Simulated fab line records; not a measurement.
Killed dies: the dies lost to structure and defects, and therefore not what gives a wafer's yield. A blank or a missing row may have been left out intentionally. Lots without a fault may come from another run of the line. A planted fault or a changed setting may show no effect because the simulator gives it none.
Lot-split experiment -- flow berkeley_cmos170 -- on a route of 331 steps: 5 lots, 23 wafers read

== THE SPLIT ==
At UCB170_M3_METAL_ETCH_18 (etches Al in Cl2/BCl3, stops on SiO2, target depth 1170 nm, time 195 s), the setting over_etch_frac was moved away from the recipe's 0.3 on 7 of the 23 wafers read, by -29.3% to +18.7%. For the rest of the wafers, this setting stayed at what the recipe calls for.

No step appears in the file between the split and the reading.

== THE READING ==
oes_product_au, in a.u., at UCB170_M3_STRIP_19 (strips in O2). Typical for fault-free wafers on this fab line: 0.538 a.u., with standard deviation 0.0079 a.u.

wafer,"tool, chamber at the split",over_etch_frac as run,against the recipe,"oes_product_au, a.u.",against lot-mates on the recipe
L074.2,"rie_metal-03, 1,0",0.2473,-17.6%,0.557,+0.029
L074.3,"rie_metal-03, 1,0",0.2473,-17.6%,0.563,+0.035
L074.4,"rie_metal-03, 1,1,0",0.3,recipe,0.522,-
L074.5,"rie_metal-03, 1,1,0",0.3,recipe,0.530,-
L074.6,"rie_metal-03, 1,1,0",0.3,recipe,0.532,-
L076.1,"rie_metal-01, 1,1,0",0.2122,-29.3%,0.588,+0.046
L076.2,"rie_metal-01, 0",0.3,recipe,0.542,-
L076.3,"rie_metal-01, 1,1,0",0.2122,-29.3%,0.583,+0.041
L076.4,"rie_metal-01, 0",0.3,recipe,0.541,-
L076.5,"rie_metal-01, 1,1,0",0.2122,-29.3%,0.583,+0.041
L078.1,"rie_metal-03, 0,0,1",0.3,recipe,0.523,-
L078.3,"rie_metal-03, 0,0,1",0.3,recipe,0.529,-
L078.6,"rie_metal-03, 0,0,1",0.3,recipe,0.539,-
L083.1,"rie_metal-03, 0",0.3,recipe,0.531,-
L083.2,"rie_metal-03, 1",0.356,+18.7%,0.499,-0.033
L083.4,"rie_metal-03, 0",0.3,recipe,0.536,-
L083.5,"rie_metal-03, 1",0.356,+18.7%,0.508,-0.024
L083.6,"rie_metal-03, 0",0.3,recipe,0.528,-
L085.1,"rie_metal-02, 0,1,0,0,1",0.3,recipe,0.545,-
L085.2,"rie_metal-02, 0,1,0,0,1",0.3,recipe,0.536,-
L085.4,"rie_metal-02, 0,1,0,0,1",0.3,recipe,0.552,-
L085.5,"rie_metal-02, 0,1,0,0,1",0.3,recipe,0.558,-
L085.6,"rie_metal-02, 0,1,0,0,1",0.3,recipe,0.536,-
If several chambers appear in one row, that row covers several wafers at once and the file leaves open which wafer was in which chamber.

THE FIT
A straight line over all 23 wafers: oes_product_au changes by -0.00164 a.u. for each +1% of over_etch_frac; r = -0.93; the points scatter about the line by 0.0087 a.u.
The same after taking each lot's own level away (the mean of its wafers on the recipe; 23 wafers): -0.00153 a.u. for each +1%; r = -0.96; scatter 0.0059 a.u.
According to that fit, moving over_etch_frac by its largest amount changes the reading by 0.045 a.u.
Across the lots, their own levels run from 0.5280 to 0.5454 a.u., a range of 2.2 times the standard deviation given above.
The two slopes agree, so the slope changes little with the lot-to-lot level.
Check: with one of the wafers moved furthest among these (-29.3%) left out of the fit, the line predicts +0.0446 a.u. for it against its lot-mates. Against them it came out at +0.0465 a.u.

== THESE WAFERS: OTHER SPLITS ==
Other splits were also applied to these wafers ahead of the reading. Each is held against what the fit with the lots' levels taken away leaves over:
other split on the same wafers,wafers away from the commonest value,r with oes_product_au (lot level and that fit taken away)
UCB170_M2_PEB_13 peb_temp_c,11,-0.28
UCB170_V2_CVD_00 time_s,10,+0.11
UCB170_M3_SPUTTER_01 time_s,6,+0.10

== FILE'S OWN FIT ==
oes_product_au changes by -0.00155 a.u. for each +1% of over_etch_frac, r = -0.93.
